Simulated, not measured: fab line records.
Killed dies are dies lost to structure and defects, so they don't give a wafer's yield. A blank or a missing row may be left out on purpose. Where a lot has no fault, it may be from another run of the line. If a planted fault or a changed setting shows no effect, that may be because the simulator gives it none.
Which of the tools did it?	flow berkeley cmos170	Sampling: 14 lots, 42 wafers, 4 of 331 route steps

## WHAT THE GAUGES SHOWED, per wafer
UCB170_M1_OVL_MEAS_10.
lot	measured	on	M1_OVL (nm)
L704	day 7 11:28	overlay-02	2 6 9
L706	day 7 21:03	overlay-02	11 17 8
L705	day 8 02:07	overlay-02	9 -2 -4
L708	day 8 10:22	overlay-02	1 0 -5
L707	day 8 10:30	overlay-02	3 1 6
L710	day 9 02:50	overlay-02	2 -2 -6
L714	day 9 08:20	overlay-02	2 2 10
L713	day 9 09:02	overlay-01	2 -1 0
L715	day 9 23:51	overlay-01	-5 2 3
L720	day 10 11:14	overlay-01	-4 6 -2
L722	day 10 18:10	overlay-01	4 -4 4
L723	day 11 05:29	overlay-01	-7 -5 -6
L725	day 11 12:41	overlay-01	4 8 2
L726	day 11 12:59	overlay-01	-1 -8 5

UCB170_V1_THK_MEAS_04.
lot	measured	on	V1_POLISHED_THK (nm)
L704	day 7 15:18	film metro-01	1000.3 999.5 999.2
L706	day 8 01:04	film metro-02	999.7 999.9 997.7
L705	day 8 06:44	film metro-03	999.1 997.6 1001.0
L708	day 8 13:25	film metro-03	1002.2 1001.8 1000.3
L707	day 8 13:26	film metro-01	1003.1 1000.3 1001.7
L710	day 9 09:07	film metro-01	1002.3 1002.8 1001.8
L714	day 9 13:28	film metro-02	1000.4 1000.6 999.5
L713	day 9 13:31	film metro-01	1001.9 1001.1 1001.1
L715	day 10 04:32	film metro-03	1001.0 999.7 1001.6
L720	day 10 14:03	film metro-03	1001.0 1001.3 1000.2
L722	day 10 22:31	film metro-03	1000.7 998.8 999.9
L723	day 11 08:12	film metro-02	1000.2 1000.9 1001.8
L725	day 11 17:40	film metro-02	1001.8 1000.2 1001.2
L726	day 11 17:59	film metro-03	999.3 999.8 999.1

UCB170_V2_THK_MEAS_04.
lot	measured	on	V2_POLISHED_THK (nm)
L704	day 7 20:52	film metro-03	1001.9 1001.6 1002.0
L706	day 8 08:35	film metro-04	1001.1 1001.5 1000.8
L705	day 8 14:26	film metro-03	1000.9 1000.2 1001.1
L708	day 8 19:59	film metro-03	1001.3 1000.5 1000.9
L707	day 8 20:43	film metro-03	1000.4 1001.5 1002.9
L710	day 9 15:34	film metro-02	1001.2 1001.3 1001.6
L714	day 9 20:35	film metro-04	1001.3 1000.7 1001.6
L713	day 9 21:56	film metro-02	1001.7 1000.7 1000.6
L715	day 10 10:41	film metro-04	1001.8 1000.4 1002.6
L720	day 10 19:27	film metro-02	1000.4 998.8 1001.9
L722	day 11 04:34	film metro-03	1000.5 999.7 1001.9
L723	day 11 15:14	film metro-02	1001.4 1000.0 1000.0
L725	day 11 23:57	film metro-03	1001.7 1002.1 1000.5
L726	day 12 00:13	film metro-02	1002.8 1001.5 1002.2

## TOOL THAT RAN EACH LOT (tool first, then ch and the chambers of the sampled wafers, then the start)
lot	UCB170_M2_METAL_ETCH_18
L704	rie metal-02 ch 0,1, day 7 19:49
L706	rie metal-02 ch 0,1, day 8 07:32
L705	rie metal-01 ch 0,1, day 8 13:24
L708	rie metal-04 ch 0,1, day 8 18:56
L707	rie metal-01 ch 0, day 8 19:40
L710	rie metal-02 ch 0,1, day 9 14:31
L714	rie metal-02 ch 0,1, day 9 19:35
L713	rie metal-01 ch 0, day 9 20:42
L715	rie metal-02 ch 0,1, day 10 09:38
L720	rie metal-02 ch 0,1, day 10 18:24
L722	rie metal-01 ch 0,1, day 11 03:11
L723	rie metal-04 ch 0,1, day 11 14:12
L725	rie metal-01 ch 0,1, day 11 22:55
L726	rie metal-04 ch 0,1, day 11 23:13
- UCB170_M2_METAL_ETCH_18: etches Al in Cl2/BCl3, stops on SiO2, target depth 1170 nm, time 195 s.

## WHAT THE TOOLS THEMSELVES READ (means of the sampled wafers that have a number; where no wafer has one, the mark that the record gives instead)
UCB170_M2_METAL_ETCH_18.
lot	tool	drypump motor current A (A)	oes product au (a.u.)	throttle valve pct (%)
L704	rie metal-02	5.7	0.877	24.38
L706	rie metal-02	5.5	0.860	24.51
L705	rie metal-01	5.4	0.857	24.09
L708	rie metal-04	6.0	0.854	24.77
L707	rie metal-01	5.4	0.862	24.18
L710	rie metal-02	5.5	0.863	24.49
L714	rie metal-02	5.5	0.857	24.50
L713	rie metal-01	5.4	0.861	24.17
L715	rie metal-02	5.7	0.860	24.38
L720	rie metal-02	5.8	0.856	24.39
L722	rie metal-01	5.4	0.869	24.05
L723	rie metal-04	6.0	0.845	24.77
L725	rie metal-01	5.3	0.863	24.11
L726	rie metal-04	6.0	0.845	24.76

## THE ANSWER, worked out from the rows above alone
Rule: what is usual is taken from the lots themselves. Put in order of their means at a reading, lots are off if they are a third of the lots or fewer, leave a main group of 4 or more, and stand apart from it by a gap of 3 or more times the standard deviation of the main group's means; of several such gaps the widest counts. A main group is skipped when, at the precision printed for the reading in the tables above, its means are all equal. A lot without any number at a reading at which 4 lots or more have one is off too. Any other lot the step has rows for is counted as sound. The gauges are gone through in route order, then the tools' own readings, and for those a lot's mean is taken as printed above. The first step at which some lot is off is used, and at that step the reading that is off furthest; a lot without a number counts as furthest.
Nothing can be told from this: no lot is off at any reading shown.

## WHAT WAS PUT IN BY THE SIMULATOR
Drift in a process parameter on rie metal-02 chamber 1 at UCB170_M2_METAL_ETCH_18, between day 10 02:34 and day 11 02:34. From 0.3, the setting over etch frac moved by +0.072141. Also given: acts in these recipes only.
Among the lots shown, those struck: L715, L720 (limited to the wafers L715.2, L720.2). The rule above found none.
